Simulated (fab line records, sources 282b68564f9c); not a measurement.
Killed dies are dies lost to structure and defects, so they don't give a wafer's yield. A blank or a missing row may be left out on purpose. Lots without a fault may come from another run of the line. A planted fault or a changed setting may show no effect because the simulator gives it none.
fab line records | flow rit_cmos
record lots=14 wafers=42 last_day=8
route steps=202 shown GATE@91 M1@202
lots that met no fault: from a run of the same line without faults
start_h: hours from the record's first day to the start of the lot's first wafer shown | wait_h: hours since the lot's step before | " the same as in the row above | L1.1+2: a row that stands for several wafers | - no value, or no start given | * or withheld: withheld | < > ~ a bound
route shown NAME@n: a module of which the file shows steps, and the number in the route of the first | usual: mean/standard deviation of fault-free wafers | same: alike in all rows | chamber/n: place in a boat | sites: the reading at each site | _std_site: their standard deviation | _edge_site: outer sites' mean less inner sites' | radius_mm: how far each site lies from the wafer's centre | mask NAME#n: copy n | behind: the tool/chamber that last shaped the wafer | hold: why the lot was held/for how many hours/how that ended | device: the transistor (n, p or np) that didn't switch | end of line: the same wafers' tests at the end of the route | a step without rows: its recipe alone | killed: dies lost to structure and defects at the first sort, not the wafer's yield | map: a wafer's dies, x killed, . not, _ none there
set.NAME: the setting as run; set.NAME@STEP: as run at that earlier step | model.NAME: the simulator's own value behind a step, which no gauge read
steps of the route over a sample of lots; a table a step, a row a wafer
## steps
# step RIT_GATE_DEVELOP_15
# recipe resist=NOVOLAK develop_time_s=50 dev_temp_c=23
# usual chill_plate_temp_C=22.99/0.095
# columns lot.wafer tool chamber start_h wait_h chill_plate_temp_C
L704.3 litho_track-03 0 41 - 23.13
L704.5 " 0 " " 22.95
L704.6 " 0 " " 22.98
L705.2 litho_track-01 0 45 - 22.75
L705.4 " 0 " " 22.91
L705.6 " 0 " " 23.02
L706.3 litho_track-01 0 46 - 23.08
L706.5 " 0 47 - 23.01
L706.6 " 0 " " 23.08
L707.3 litho_track-03 0 57 - 22.90
L707.4 " 0 58 - 22.93
L707.6 " 0 " " 22.91
L708.1 litho_track-02 0 59 - 23.03
L708.2 " 0 " " 22.90
L708.3 " 0 " " 23.01
L711.2 litho_track-02 0 78 - 22.99
L711.3 " 0 " " 22.95
L711.6 " 0 79 - 23.09
L715.3 litho_track-01 0 102 - 22.93
L715.5 " 0 " " 22.94
L715.6 " 0 " " 22.99
L717.1 litho_track-03 0 106 - 22.92
L717.2 " 0 " " 23.06
L717.3 " 0 " " 23.08
L719.2 litho_track-01 0 114 - 22.87
L719.3 " 0 " " 22.94
L719.5 " 0 " " 22.90
L722.4 litho_track-03 0 131 - 22.96
L722.5 " 0 " " 23.02
L722.6 " 0 " " 22.97
L723.3 litho_track-02 0 134 - 23.01
L723.4 " 0 " " 23.03
L723.6 " 0 " " 22.94
L724.1 litho_track-03 0 143 - 23.00
L724.2 " 0 " " 22.95
L724.4 " 0 " " 22.96
L726.1 litho_track-02 0 152 - 23.02
L726.5 " 0 " " 22.91
L726.6 " 0 " " 22.97
L727.1 litho_track-02 0 162 - 22.98
L727.2 " 0 " " 22.96
L727.6 " 0 " " 23.06
# step RIT_GATE_CD_MEAS_16
# recipe target_cd_nm=150
# usual cd_nm=149.8/2.1
# columns lot.wafer tool chamber start_h wait_h cd_nm
L704.3 cd_sem-02 - 41.59 - 144.2
L704.5 " - " " 147.2
L704.6 " - " " 149.8
L705.2 cd_sem-01 - 46.79 - 151.7
L705.4 " - " " 149.1
L705.6 " - " " 152.1
L706.3 cd_sem-01 - 47.17 - 151.5
L706.5 " - " " 153.4
L706.6 " - " " 151.0
L707.3 cd_sem-02 - 58.11 - 148.0
L707.4 " - " " 147.4
L707.6 " - " " 145.5
L708.1 cd_sem-02 - 60.00 - 149.7
L708.2 " - " " 150.2
L708.3 " - " " 149.2
L711.2 cd_sem-02 - 79.10 - 148.5
L711.3 " - " " 146.5
L711.6 " - " " 149.6
L715.3 cd_sem-02 - 102.78 - 144.3
L715.5 " - " " 143.5
L715.6 " - " " 142.3
L717.1 cd_sem-02 - 106.40 - 151.3
L717.2 " - " " 152.0
L717.3 " - " " 151.1
L719.2 cd_sem-01 - 114.63 - 141.2
L719.3 " - " " 142.5
L719.5 " - " " 139.9
L722.4 cd_sem-01 - 131.26 - 153.5
L722.5 " - " " 150.5
L722.6 " - " " 153.1
L723.3 cd_sem-01 - 134.25 - 151.3
L723.4 " - " " 149.5
L723.6 " - " " 148.0
L724.1 cd_sem-02 - 143.13 - 150.1
L724.2 " - " " 148.1
L724.4 " - " " 147.2
L726.1 cd_sem-01 - 152.99 - 151.1
L726.5 " - " " 150.5
L726.6 " - " " 150.5
L727.1 cd_sem-01 - 162.31 - 148.8
L727.2 " - " " 151.6
L727.6 " - " " 152.1
# step RIT_M1_PROBE_99
# usual killed_at_M0_to_M3=0.0/0.12 killed_at_contacts=0.1/0.23 killed_at_front_end=6/3.1 killed_dies=6/3.1 killed_open=3.2/1.9 killed_short=3.2/2.1
# same gross_dies=264 killed_at_M4_up=0 killed_at_back_side=0 killed_at_other=0
# columns lot.wafer tool chamber start_h wait_h killed_at_M0_to_M3 killed_at_contacts killed_at_front_end killed_dies killed_open killed_short
L719.2 prober-02 - 159.09 0.3 0 0 4 4 3 1
L719.3 prober-02 - 159.14 0.3 0 0 8 8 5 3
L719.5 prober-02 - 159.24 0.4 0 1 6 7 2 5
# killed by level:class
L719.2 GATE:geometric_particle:open=1 GATE:geometric_particle:short=1 REOX:geometric_particle:open=1 SPACER:geometric_particle:open=1
L719.3 GATE:geometric_particle:open=4 FOX1:geometric_particle:open=1 FOX2:geometric_particle:short=1 REOX:geometric_particle:short=1 SILICIDE:geometric_particle:short=1
L719.5 FOX2:geometric_particle:short=2 GATE:geometric_particle:short=2 GATE:geometric_particle:open=1 SPACER:geometric_particle:short=1 CONTACT:geometric_particle:open=1
## key
first_sign step=RIT_GATE_CD_MEAS_16 reading=cd_nm direction=down sigmas=3.5 usual=149.8 struck=142.3
effect none on later readings
met_at RIT_GATE_DEVELOP_15
struck_lots L715,L719
tester_left_out L715,L719
onset_between 46 102
fault kind=process_parameter_drift tool=litho_track-01 chamber=- onset_h=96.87 steps=RIT_GATE_DEVELOP_15 channel=develop_time_s offset=* shape=step end_h=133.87 acts_in=* stated=*
# tester_left_out: of these lots the tester's yield and bins aren't shown, on N5 and GAA mostly nor the transistor test; their killed dies are dies lost to structure and defects alone, not to doping, threshold or leakage, so they don't give the yield
